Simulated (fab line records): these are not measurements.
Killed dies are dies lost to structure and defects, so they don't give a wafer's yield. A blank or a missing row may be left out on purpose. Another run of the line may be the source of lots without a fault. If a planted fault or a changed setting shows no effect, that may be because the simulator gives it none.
One fault seen from 2 desks ; flow berkeleyCmos170 ; only its own numbers are on each desk; what lay behind them is given at the end

== FROM THE METROLOGY DESK ==
Lot by lot, what the gauges showed, no matter which tool ran the lot: averages of those sampled wafers that carry a number. The brackets show how far a lot's mean lies from the usual mean; more than 4 standard deviations puts the lot out of limits, marked OUT.
Columns: A = cdNm at UCB170_M3_CD_MEAS_90, usual 701 nm
lot;first seen here;A
L143;day 9 16:52;698
L144;day 9 18:50;708
L146;day 10 00:28;703
L145;day 10 02:53;708
L148;day 10 03:34;696
L147;day 10 04:59;704
L149;day 10 12:34;708
L150;day 10 12:47;699
L152;day 11 01:19;700
L154;day 11 14:29;702
L161;day 12 22:12;718
L159;day 12 22:19;705
L163;day 13 12:51;721 (+4.2) OUT
L166;day 14 11:22;701
Finding of this desk: L163 out of limits; the first was L163 at day 13 12:51, on cdNm at UCB170_M3_CD_MEAS_90. Within limits: L143, L144, L146, L145, L148, L147, L149, L150, L152, L154, L161, L159, L166.

== THE TOOL OWNER'S DESK: rieMetal-04 ==
The tool's own readings at UCB170_M3_METAL_ETCH_18 (etches Al in Cl2/BCl3, stops on SiO2, target depth 1170 nm, time 200.2 s): means of the sampled wafers that have a number, for each lot that ran on this tool. The brackets show how far a lot's mean lies from the usual mean; more than 4 standard deviations puts the lot out of limits, marked OUT.
Columns: A = drypumpMotorCurrentA at UCB170_M3_METAL_ETCH_18, usual 5.8 A; B = heBacksideLeakSccm at UCB170_M3_METAL_ETCH_18, usual 3.26 sccm; C = mfcCl2Sccm at UCB170_M3_METAL_ETCH_18, usual 90.1 sccm; D = oesProductAu at UCB170_M3_METAL_ETCH_18, usual 0.853 a.u.; E = throttleValvePct at UCB170_M3_METAL_ETCH_18, usual 24.2 %
lot;first seen here;A;B;C;D;E
L143;day 9 16:37;5.8;3.19;90.0;0.853;24.0
L148;day 10 03:15;5.7;3.68;90.6;0.836;24.1
L150;day 10 12:28;5.7;3.14;89.9;0.842;24.0
L161;day 12 21:55;5.7;3.19;90.2;0.771 (-5.1) OUT;24.1
L163;day 13 12:34;5.7;3.20;90.2;0.772 (-5.1) OUT;24.1
Finding of this desk: L161, L163 out of limits; the first was L161 at day 12 21:55, on oesProductAu at UCB170_M3_METAL_ETCH_18. Within limits: L143, L148, L150.

== PUT TOGETHER ==
At day 12 21:55, on L161, L163, the tool owner's desk was in a position to raise an alarm.
L163 would have let the metrology desk raise an alarm at day 13 12:51.
The metrology desk has L161 on record, within its limits.
On rieMetal-04, each named lot ran UCB170_M3_METAL_ETCH_18.

== WHAT HAD BEEN PUT IN BY THE SIMULATOR ==
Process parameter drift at UCB170_M3_METAL_ETCH_18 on rieMetal-04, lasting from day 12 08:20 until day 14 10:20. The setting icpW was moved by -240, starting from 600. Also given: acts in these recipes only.
Lots struck among those shown: L161, L163.
Delay (hours) between the fault's onset and each desk's first out-of-limits reading: 14 at the tool owner's desk, 29 at the metrology desk.
